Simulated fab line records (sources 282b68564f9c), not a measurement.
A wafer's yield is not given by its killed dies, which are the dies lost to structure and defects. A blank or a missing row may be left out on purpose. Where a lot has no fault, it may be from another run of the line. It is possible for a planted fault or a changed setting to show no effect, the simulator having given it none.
Problem report in the 8D (eight disciplines) form, filled by code -- flow ritCmos -- the parts of the form that need people (team, actions taken, sign-off) are left out

## 1. THE ISSUE
Wafers without a fault read 3250.1 rpm, standard deviation 2; spinSpeedRpm at RIT_ACTIVE_COAT_06 reads a mean of 3202.5 rpm on 6 wafers belonging to 2 lots. Measured from the usual mean, that is -24 standard deviations.
The step: resist thk 1000 nm.
The first sign was on wafer L320.2 at day 5 08:56, on lithoTrack-03. The record has a number at this step for 42 wafers belonging to 14 lots. The rule behind "out" and "out of limits": a value lying over 4 standard deviations away from the usual mean. Any other wafer with a number is counted as sound.

## 2. WHAT IT IS; WHAT IT IS NOT
question,is,is not
which readings at this step,spinSpeedRpm,dispensePressureKPa
which lots,"L320, L321","L302, L303, L304, L305, L306, L307, L308, L309, L310, L311, L318, L319"
which wafers of those lots,all that have a number,-
read on which tools,lithoTrack-03,"lithoTrack-02, lithoTrack-04"
when,from day 5 08:56,up to then (36 sound wafers)

## 3. THE SUSPECTS, EACH WITH WHAT RULES IT OUT
Counting: any tool at a process step up to the reading is kept as a suspect provided that every lot that is out went through it and no sound lot did after the first of them.
- lithoTrack-03 at RIT_ACTIVE_COAT_06 (resist thk 1000 nm): kept. All lots that are out passed through it, beginning with L320 at day 5 08:56, and no sound lot followed; its final sound lot before that point was L318 at day 4 23:13. Out on those wafers are its own readings of spinSpeedRpm.
Remaining after the count: lithoTrack-03 at RIT_ACTIVE_COAT_06.

## 4. THE CAUSE (what the simulator had put in)
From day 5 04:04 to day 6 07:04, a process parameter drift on lithoTrack-03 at RIT_ACTIVE_COAT_06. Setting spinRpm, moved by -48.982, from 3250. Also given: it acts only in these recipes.
Counting left only this tool.

## 5. THE EFFECT CHAIN, in route order
One row per reading whose mean, taken over the struck wafers that have a number, lies over 3 standard deviations from the usual. Readings are gone through only where the record gives a usual standard deviation; hours: the median, over the lots, of the time from a lot's start at the first step in this table giving one to that lot's start at this step; sigmas: the change measured in usual standard deviations.
hours,step,reading,usual,on struck wafers,change,sigmas
0,RIT_ACTIVE_COAT_06,spinSpeedRpm,3250.1 rpm,3202.5,-47.6,-24
Here are the process steps it includes:
- RIT_ACTIVE_COAT_06: resist thk 1000 nm.

## 6. WHAT WOULD HAVE CAUGHT IT SOONER
First out-of-limits reading in this record: day 5 08:56, which is 5 hours after fault onset at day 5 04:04.
